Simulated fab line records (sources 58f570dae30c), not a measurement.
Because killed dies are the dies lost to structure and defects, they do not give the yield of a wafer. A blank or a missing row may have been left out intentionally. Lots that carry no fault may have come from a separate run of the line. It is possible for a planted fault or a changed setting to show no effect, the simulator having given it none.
fab line records ; flow berkeleyCmos170
record: lots: 6; wafers: 18; lastDay: 13
route steps=331 shown M3@309
lots that met no fault: from a run of the same line without faults
startH: start of the lot's first displayed wafer, in hours after the record's first day ; waitH: hours since the lot's step before ; " the same as in the row above ; L1.1+2: a row that stands for several wafers ; - no value, or no start given ; * or withheld: withheld ; < > ~ a bound
route shown NAME@n: a module of which the file shows steps, and the number in the route of the first ; usual: mean and standard deviation over wafers with no fault ; same: alike in all rows ; chamber/n: place in a boat ; sites: each site's reading ; _std_site: the standard deviation of these ; _edge_site: inner sites' mean taken away from outer sites' mean ; radiusMm: how far each site lies from the wafer's centre ; mask NAME#n: copy n ; behind: the last tool/chamber to shape the wafer ; hold: why the lot was held/for how many hours/how that ended ; device: which transistor (n, p or np) failed to switch ; end of line: at the end of the route, the tests of the same wafers ; a step given without rows: its recipe and nothing more ; killed: the dies lost at the first sort to structure and to defects; this is not the yield of the wafer ; map: a wafer's dies, x killed, . not, _ none there
set.NAME: the setting as run; set.NAME@STEP: as run at that earlier step ; model.NAME: the simulator's own value behind a step, which no gauge read
lots at some steps of the route; a table a step, a row a wafer
services: the hour from which a tool's chamber was out of use, counted from the record's first day as startH (under 0 if before that day), plus the number of hours and why
== steps ==
step: UCB170_M3_PRE_CLEAN_00
recipe: gas: Ar; precleanEtchTimeS: 60
step: UCB170_M3_SPUTTER_01
recipe: material: Al; targetThkNm: 900; timeS: 120; powerW: 6000; chamberPressurePa: 0.5
usual: throttleValvePct: 29.7/1.4
lot.wafer;tool;chamber;startH;waitH;throttleValvePct
L208.1;pvdSputter-02;-;200.63;0.0;30.2
L208.5;pvdSputter-02;-;200.63;0.0;29.8
L208.6;pvdSputter-02;-;200.63;0.0;27.4
L217.2;pvdSputter-02;-;251.78;0.0;30.1
L217.3;pvdSputter-02;-;251.78;0.0;30.0
L217.5;pvdSputter-02;-;251.78;0.0;29.8
L224.3;pvdSputter-04;-;284.04;0.0;28.8
L224.4;pvdSputter-04;-;284.04;0.0;28.7
L224.6;pvdSputter-04;-;284.04;0.0;28.7
L229.3;pvdSputter-04;-;298.17;0.0;30.5
L229.5;pvdSputter-04;-;298.17;0.0;28.7
L229.6;pvdSputter-04;-;298.17;0.0;28.6
L228.1;pvdSputter-01;-;298.24;0.0;28.4
L228.2;pvdSputter-01;-;298.24;0.0;31.0
L228.5;pvdSputter-01;-;298.24;0.0;31.1
L230.3;pvdSputter-02;-;304.59;0.0;27.5
L230.4;pvdSputter-02;-;304.59;0.0;30.2
L230.6;pvdSputter-02;-;304.59;0.0;27.8
step: UCB170_M3_RS_MEAS_02
recipe: thkMeasGauge: four-point-probe; reads: Al_of_M3_SPUTTER_01
usual: M3_AL_RS: 0.0321/0.00038
lot.wafer;tool;chamber;startH;waitH;M3_AL_RS[ohm/sq]
L208.1;filmMetro-04;-;200.71;0.0;0.0313
L208.5;filmMetro-04;-;200.71;0.0;0.0319
L208.6;filmMetro-04;-;200.71;0.0;0.0314
L217.2;filmMetro-04;-;251.91;0.1;0.0321
L217.3;filmMetro-04;-;251.91;0.1;0.0328
L217.5;filmMetro-04;-;251.91;0.1;0.0328
L224.3;filmMetro-04;-;284.17;0.1;0.0323
L224.4;filmMetro-04;-;284.17;0.1;0.0321
L224.6;filmMetro-04;-;284.17;0.1;0.0324
L229.3;filmMetro-01;-;298.29;0.1;0.0323
L229.5;filmMetro-01;-;298.29;0.1;0.0319
L229.6;filmMetro-01;-;298.29;0.1;0.0323
L228.1;filmMetro-02;-;298.32;0.0;0.0315
L228.2;filmMetro-02;-;298.32;0.0;0.0319
L228.5;filmMetro-02;-;298.32;0.0;0.0321
L230.3;filmMetro-04;-;304.71;0.1;0.0317
L230.4;filmMetro-04;-;304.71;0.1;0.0317
L230.6;filmMetro-04;-;304.71;0.1;0.0316
step: UCB170_M3_THK_MEAS_03
recipe: thkMeasGauge: xrf; reads: Al_of_M3_SPUTTER_01
usual: M3_AL_THK: 893/15
lot.wafer;tool;chamber;startH;waitH;M3_AL_THK[nm]
L208.1;filmMetro-04;-;200.83;0.1;904
L208.5;filmMetro-04;-;200.83;0.1;889
L208.6;filmMetro-04;-;200.83;0.1;908
L217.2;filmMetro-04;-;252.02;0.1;886
L217.3;filmMetro-04;-;252.02;0.1;874
L217.5;filmMetro-04;-;252.02;0.1;866
L224.3;filmMetro-04;-;284.27;0.1;877
L224.4;filmMetro-04;-;284.27;0.1;886
L224.6;filmMetro-04;-;284.27;0.1;870
L229.3;filmMetro-01;-;298.39;0.1;896
L229.5;filmMetro-01;-;298.39;0.1;907
L229.6;filmMetro-01;-;298.39;0.1;899
L228.1;filmMetro-02;-;298.44;0.1;924
L228.2;filmMetro-02;-;298.44;0.1;904
L228.5;filmMetro-02;-;298.44;0.1;901
L230.3;filmMetro-04;-;304.81;0.1;895
L230.4;filmMetro-04;-;304.81;0.1;898
L230.6;filmMetro-04;-;304.81;0.1;901
step: UCB170_M3_HMDS_04
recipe: primeTimeS: 60; primeTempC: 100
step: UCB170_M3_COAT_05
recipe: resist: KrF; spinRpm: 1500; resistThkNm: 900
step: UCB170_M3_SOFTBAKE_06
recipe: resist: KrF; tempC: 130; timeS: 60
step: UCB170_M3_STRIP_07
recipe: chemistry: O2; powerW: 400; pressureMtorr: 3500; platenTempC: withheld; o2FlowSccm: 400; overashFraction: 0.5
usual: drypumpMotorCurrentA: 5.9/0.39; oesProductAu: 0.735/0.0045; stripTimeToEndpointS: 22.01/0.062
lot.wafer;tool;chamber;startH;waitH;drypumpMotorCurrentA;oesProductAu;rfHoursCounterH;stripTimeToEndpointS
L208.1;plasmaAsher-04;0;201.34;0.1;5.7;0.733;40;22.01
L208.5;plasmaAsher-04;1;201.34;0.1;6.3;0.730;-;22.00
L208.6;plasmaAsher-04;0;201.34;0.1;5.7;0.740;-;21.95
L217.2;plasmaAsher-04;0;252.52;0.1;5.7;0.731;47;22.12
L217.3;plasmaAsher-04;0;252.52;0.1;5.7;0.737;-;22.06
L217.5;plasmaAsher-04;0;252.52;0.1;5.7;0.734;-;22.05
L224.3;plasmaAsher-01;1;285.57;0.1;5.4;0.733;-;22.04
L224.4;plasmaAsher-01;0;285.57;0.1;6.2;0.738;-;22.03
L224.6;plasmaAsher-01;0;285.57;0.1;6.2;0.734;-;22.02
L229.3;plasmaAsher-04;1;298.92;0.1;6.3;0.725;-;22.12
L229.5;plasmaAsher-04;1;298.92;0.1;6.3;0.724;-;22.13
L229.6;plasmaAsher-04;0;298.92;0.1;5.7;0.741;-;22.10
L228.1;plasmaAsher-01;0;298.95;0.1;6.2;0.730;60;22.03
L228.2;plasmaAsher-01;1;298.95;0.1;5.4;0.730;60;22.01
L228.5;plasmaAsher-01;1;298.95;0.1;5.4;0.739;-;22.02
L230.3;plasmaAsher-01;0;305.34;0.1;6.2;0.735;-;22.05
L230.4;plasmaAsher-01;1;305.34;0.1;5.4;0.735;-;22.05
L230.6;plasmaAsher-01;1;305.34;0.1;5.4;0.736;-;22.02
step: UCB170_M3_STRIP_08
recipe: chemistry: DMSO; tempC: 80; timeS: 600; material: KrF
step: UCB170_M3_COAT_09
recipe: resist: BARC; tempC: withheld; timeS: withheld; spinRpm: 3000; resistThkNm: withheld
step: UCB170_M3_COAT_10
recipe: resist: KrF; spinRpm: 1500; resistThkNm: 900
step: UCB170_M3_SOFTBAKE_11
recipe: resist: KrF; tempC: 130; timeS: 60
step: UCB170_M3_EXPOSE_12
recipe: maskId: METAL3; targetCdNm: 700; na: 0.5; sigmaOuter: 0.6; sourceShape: conventional; doseMj: 26
usual: exposureDoseMJCm2: 25.977/0.027; focusOffsetNm: -0.1/0.55
lot.wafer;tool;chamber;startH;waitH;mask;exposureDoseMJCm2;focusOffsetNm
L208.1;krfScanner-01;0;202.07;-;METAL3#0;25.971;-0.1
L208.5;krfScanner-01;0;202.07;-;METAL3#0;25.958;0.4
L208.6;krfScanner-01;0;202.07;-;METAL3#0;25.990;-0.2
L217.2;krfScanner-02;0;254.15;-;METAL3#0;25.981;-0.7
L217.3;krfScanner-02;0;254.15;-;METAL3#0;26.021;-0.5
L217.5;krfScanner-02;0;254.15;-;METAL3#0;25.992;-0.1
L224.3;krfScanner-01;-;286.69;-;METAL3#0;-;-
L224.4;krfScanner-01;-;286.69;-;METAL3#0;-;-
L224.6;krfScanner-01;-;286.69;-;METAL3#0;-;-
L229.3;krfScanner-01;0;299.65;-;METAL3#0;25.978;-0.7
L229.5;krfScanner-01;0;299.65;-;METAL3#0;25.982;-0.2
L229.6;krfScanner-01;0;299.65;-;METAL3#0;25.973;-0.9
L228.1;krfScanner-01;-;299.78;-;METAL3#0;-;-
L228.2;krfScanner-01;-;299.78;-;METAL3#0;-;-
L228.5;krfScanner-01;-;299.78;-;METAL3#0;-;-
L230.3;krfScanner-01;0;306.34;-;METAL3#0;25.953;0.3
L230.4;krfScanner-01;0;306.34;-;METAL3#0;25.993;-0.5
L230.6;krfScanner-01;0;306.34;-;METAL3#0;25.969;0.2
step: UCB170_M3_PEB_13
recipe: pebTempC: 130; pebTimeS: withheld; resist: KrF
== services ==
tool;chamber;startH;hours;kind
pvdSputter-04;-;185.41;11.5;repair
pvdSputter-01;-;185.67;1.5;repair
krfScanner-01;0;201.15;-;calibration
pvdSputter-04;-;209.88;5.5;repair
krfScanner-02;-;227.25;1.0;pm
pvdSputter-01;-;239.44;0.9;repair
pvdSputter-02;-;240.75;4.2;repair
pvdSputter-04;-;249.90;7.7;repair
pvdSputter-04;-;254.10;1.2;repair
krfScanner-01;-;255.12;1.0;pm
krfScanner-01;-;256.12;0.8;pm
pvdSputter-01;-;263.93;1.5;repair
krfScanner-02;-;266.45;0.3;repair
krfScanner-02;0;274.03;-;calibration
pvdSputter-04;-;284.91;2.9;repair
krfScanner-02;-;286.58;1.3;pm
krfScanner-01;-;294.77;4.0;pm
krfScanner-02;-;298.79;4.4;pm
== key ==
firstSign: step: UCB170_M3_EXPOSE_12; reading: toolRecord; direction: missing
effect none on later readings
metAt UCB170_M3_EXPOSE_12
struckWafers L224.3,L224.4,L224.6,L228.1,L228.2,L228.5
laterRowsLeftOut L224.3,L224.4,L224.6,L228.1,L228.2,L228.5
sortLeftOut L224.3,L224.4,L224.6,L228.1,L228.2,L228.5
onsetBetween 202.07 286.69
fault: kind: skippedStepWhole; tool: krfScanner-01; chamber: -; onsetH: 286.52; steps: UCB170_M3_EXPOSE_12; scope: struckLotsOnly
sortLeftOut: the simulated sort isn't trusted on such a fault, so these wafers' sort isn't shown, and their yield isn't known
laterRowsLeftOut: the simulator's readings of these wafers behind a module that went badly wrong aren't trusted and aren't shown, but for the sort
